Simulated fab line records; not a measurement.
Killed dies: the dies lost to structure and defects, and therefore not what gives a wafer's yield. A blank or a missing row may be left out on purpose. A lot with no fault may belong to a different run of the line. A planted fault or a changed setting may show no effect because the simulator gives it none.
The tool behind it: which one? -- flow berkeley_cmos170 -- 14 lots with 42 wafers sampled at 3 steps, on a route of 331 steps

## WHAT THE GAUGES READ, wafer by wafer
UCB170_V2_BOW_MEAS_03.
lot,measured,on,V2_BOW (um)
L807,day 8 14:23,film_metro-01,33 38 44
L809,day 9 02:19,film_metro-01,47 47 48
L812,day 9 12:07,film_metro-01,44 22 30
L810,day 9 13:20,film_metro-01,45 39 40
L814,day 10 15:04,film_metro-01,44 38 37
L817,day 11 14:52,film_metro-03,52 41 40
L815,day 11 14:30,film_metro-01,45 38 41
L816,day 11 15:52,film_metro-02,41 34 51
L822,day 11 16:04,film_metro-01,39 37 37
L826,day 12 15:29,film_metro-03,28 47 35
L827,day 13 01:06,film_metro-02,32 25 34
L830,day 13 09:12,film_metro-01,34 45 41
L829,day 13 09:30,film_metro-02,32 38 38
L828,day 13 09:14,film_metro-03,36 40 42

UCB170_V2_THK_MEAS_04.
lot,measured,on,V2_POLISHED_THK (nm)
L807,day 8 14:29,film_metro-01,997.1 998.0 998.8
L809,day 9 02:26,film_metro-01,998.7 1000.1 999.5
L812,day 9 12:14,film_metro-01,1001.6 1001.3 1000.7
L810,day 9 13:27,film_metro-01,1003.1 1000.7 1001.6
L814,day 10 15:11,film_metro-01,1001.6 1000.4 1002.5
L817,day 11 14:59,film_metro-03,1001.0 998.7 999.2
L815,day 11 14:37,film_metro-01,1000.6 1001.5 1001.4
L816,day 11 15:58,film_metro-02,999.1 999.8 1000.5
L822,day 11 16:11,film_metro-01,1000.8 998.8 1002.8
L826,day 12 15:35,film_metro-03,1000.0 1002.8 1000.2
L827,day 13 01:12,film_metro-02,1001.4 1000.1 1000.8
L830,day 13 09:19,film_metro-01,1001.8 1001.1 1001.6
L829,day 13 09:37,film_metro-02,1002.4 999.7 1001.2
L828,day 13 09:20,film_metro-03,1000.9 1000.9 1000.2

## WHAT TOOL EACH LOT RAN ON (gives the tool, then ch and the chambers of the sampled wafers, and finally the start)
lot,UCB170_M1_SPUTTER_00
L807,"pvd_sputter-01, day 8 02:44"
L809,"pvd_sputter-01, day 8 17:13"
L812,"pvd_sputter-03, day 9 01:37"
L810,"pvd_sputter-01, day 9 02:01"
L814,"pvd_sputter-01, day 10 03:55"
L817,"pvd_sputter-01, day 10 22:46"
L815,"pvd_sputter-02, day 11 00:10"
L816,"pvd_sputter-02, day 11 01:58"
L822,"pvd_sputter-03, day 11 02:07"
L826,"pvd_sputter-03, day 12 05:45"
L827,"pvd_sputter-03, day 12 14:31"
L830,"pvd_sputter-02, day 12 22:36"
L829,"pvd_sputter-01, day 12 22:53"
L828,"pvd_sputter-03, day 12 23:47"
- UCB170_M1_SPUTTER_00: material Al, target thk 600 nm, time 80 s.

## AS READ BY THE TOOLS THEMSELVES (means over the sampled wafers that have a number; for cases with no such wafer, the mark the record gives instead)
UCB170_M1_SPUTTER_00.
lot,tool,throttle_valve_pct (%)
L807,pvd_sputter-01,28.7
L809,pvd_sputter-01,28.8
L812,pvd_sputter-03,30.4
L810,pvd_sputter-01,28.6
L814,pvd_sputter-01,28.4
L817,pvd_sputter-01,28.6
L815,pvd_sputter-02,30.8
L816,pvd_sputter-02,30.0
L822,pvd_sputter-03,30.5
L826,pvd_sputter-03,30.2
L827,pvd_sputter-03,29.8
L830,pvd_sputter-02,29.9
L829,pvd_sputter-01,28.8
L828,pvd_sputter-03,29.9

## THE ANSWER, worked out from the rows above alone
Rule: the usual values come from the lots themselves. The widest of any qualifying gaps counts: lots, ordered by their means at a reading, are off when they make up no more than a third of the lots, leave a main group of 4 or more, and stand apart from it by 3 or more times the standard deviation of that group's means. A main group whose means are all the same, to the digits that the tables above print for the reading, isn't used. Also off: a lot with no number at a reading for which 4 or more lots have one. The other lots that the step has rows for count as sound. After the gauges, taken in route order, come the tools' own readings; for these a lot's mean is taken, as printed above. The first step at which some lot is off is used, and at that step the reading that is off furthest; a lot without a number counts as furthest.
None of the lots is off at any reading shown; this tells nothing.

## WHAT WAS PUT IN BY THE SIMULATOR
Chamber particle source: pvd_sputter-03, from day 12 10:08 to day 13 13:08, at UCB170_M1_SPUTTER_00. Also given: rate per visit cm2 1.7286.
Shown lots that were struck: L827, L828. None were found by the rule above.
